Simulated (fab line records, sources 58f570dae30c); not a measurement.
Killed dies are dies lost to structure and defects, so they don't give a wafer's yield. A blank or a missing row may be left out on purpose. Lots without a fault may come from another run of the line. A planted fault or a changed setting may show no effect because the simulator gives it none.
Which tool did it? | flow berkeley_cmos170 | 11 lots, 33 wafers sampled, at 3 steps of a route of 331

WHAT THE GAUGES READ, wafer by wafer
UCB170_M2_RS_MEAS_02: measures by four-point-probe. Usual: M2_AL_RS 0.0323 ohm/sq, standard deviation 0.00033.
lot  | measured     | on            | M2_AL_RS (ohm/sq)    | flag
L312 | day 9 08:39  | film_metro-01 | 0.0325 0.0324 0.0323 |
L323 | day 11 17:10 | film_metro-01 | 0.0317 0.0320 0.0316 |
L324 | day 11 23:15 | film_metro-02 | 0.0327 0.0327 0.0324 |
L325 | day 12 04:55 | film_metro-01 | 0.0331 0.0328 0.0324 |
L329 | day 12 06:37 | film_metro-01 | 0.0323 0.0327 0.0321 |
L328 | day 12 06:06 | film_metro-02 | 0.0327 0.0323 0.0326 |
L330 | day 12 16:30 | film_metro-02 | 0.0325 0.0319 0.0328 |
L331 | day 12 17:26 | film_metro-02 | 0.0325 0.0327 0.0325 |
L333 | day 13 04:26 | film_metro-02 | 0.0324 0.0323 0.0326 |
L332 | day 13 05:16 | film_metro-02 | 0.0320 0.0324 0.0326 |
L335 | day 13 12:32 | film_metro-04 | 0.0321 0.0324 0.0323 |

UCB170_M2_CD_MEAS_15: target cd 700 nm. Usual: cd_nm 700.5 nm, standard deviation 1.4.
lot  | measured     | on        | cd_nm (nm)        | flag
L312 | day 9 10:24  | cd_sem-02 | 700.1 701.3 700.2 |
L323 | day 11 19:28 | cd_sem-02 | 698.5 697.8 697.7 |
L324 | day 12 01:53 | cd_sem-01 | 701.8 700.9 700.5 |
L325 | day 12 07:02 | cd_sem-01 | 702.1 700.5 701.3 |
L329 | day 12 09:17 | cd_sem-01 | 699.6 700.6 699.8 |
L328 | day 12 08:35 | cd_sem-01 | 700.3 701.6 701.3 |
L330 | day 12 18:50 | cd_sem-02 | 700.1 700.5 701.2 |
L331 | day 12 20:06 | cd_sem-02 | 699.9 699.5 699.2 |
L333 | day 13 06:43 | cd_sem-02 | 700.7 699.3 699.8 |
L332 | day 13 07:38 | cd_sem-02 | 698.9 700.1 699.6 |
L335 | day 13 16:04 | cd_sem-02 | 697.7 696.8 698.5 |

WHICH TOOL RAN EACH LOT (tool, then ch and the chambers of the sampled wafers, then the start)
lot  | UCB170_NLDD_STRIP_10
L312 | plasma_asher-04 ch 0,1, day 8 05:53
L323 | plasma_asher-02 ch 0,1, day 10 11:26
L324 | plasma_asher-02 ch 0,1, day 10 12:05
L325 | plasma_asher-03 ch 0,1, day 11 01:42
L329 | plasma_asher-03 ch 0,1, day 11 02:16
L328 | plasma_asher-04 ch 0,1, day 11 02:26
L330 | plasma_asher-04 ch 0,1, day 11 10:34
L331 | plasma_asher-03 ch 1, day 11 11:11
L333 | plasma_asher-04 ch 0,1, day 12 00:18
L332 | plasma_asher-03 ch 0,1, day 12 00:33
L335 | plasma_asher-03 ch 0,1, day 12 14:13
- UCB170_NLDD_STRIP_10: strips in O2.

WHAT THE TOOLS THEMSELVES READ (means of the sampled wafers that have a number; where no wafer has one, the mark that the record gives instead)
UCB170_NLDD_STRIP_10. Usual: drypump_motor_current_A 5.6 A, standard deviation 0.57; o2_flow_sccm 399.7 sccm, standard deviation 1.5; oes_product_au 0.734 a.u., standard deviation 0.0047; strip_time_to_endpoint_s 21.62 s, standard deviation 0.059.
lot  | tool            | drypump_motor_current_A (A) | o2_flow_sccm (sccm) | oes_product_au (a.u.) | strip_time_to_endpoint_s (s) | flag
L312 | plasma_asher-04 | 5.9                         | 398.9               | 0.735                 | 21.69                        |
L323 | plasma_asher-02 | 5.1                         | 398.3               | 0.733                 | 21.72                        |
L324 | plasma_asher-02 | 5.4                         | 399.1               | 0.735                 | 21.55                        |
L325 | plasma_asher-03 | 5.6                         | 400.4               | 0.738                 | 21.57                        |
L329 | plasma_asher-03 | 5.6                         | 398.0               | 0.739                 | 21.66                        |
L328 | plasma_asher-04 | 5.9                         | 400.5               | 0.732                 | 21.60                        |
L330 | plasma_asher-04 | 5.9                         | 401.3               | 0.735                 | 21.59                        |
L331 | plasma_asher-03 | 6.5                         | 400.4               | 0.737                 | 21.59                        |
L333 | plasma_asher-04 | 5.9                         | 398.8               | 0.734                 | 21.66                        |
L332 | plasma_asher-03 | 6.0                         | 400.6               | 0.740                 | 21.58                        |
L335 | plasma_asher-03 | 6.1                         | 401.0               | 0.736                 | 21.60                        |

THE ANSWER, worked out from the rows above alone
Rule: a lot is off if the mean of its wafers that have a number lies more than 3 standard deviations from the usual mean. A lot without any number at a reading at which 4 lots or more have one is off too. The other lots that the step has rows for count as sound. The gauges are gone through in route order, then the tools' own readings, and for those a lot's mean is taken as printed above. The first step at which some lot is off is used, and at that step the reading that is off furthest; a lot without a number counts as furthest.
No lot is off at any reading shown: from this, nothing can be told.

WHAT THE SIMULATOR HAD PUT IN
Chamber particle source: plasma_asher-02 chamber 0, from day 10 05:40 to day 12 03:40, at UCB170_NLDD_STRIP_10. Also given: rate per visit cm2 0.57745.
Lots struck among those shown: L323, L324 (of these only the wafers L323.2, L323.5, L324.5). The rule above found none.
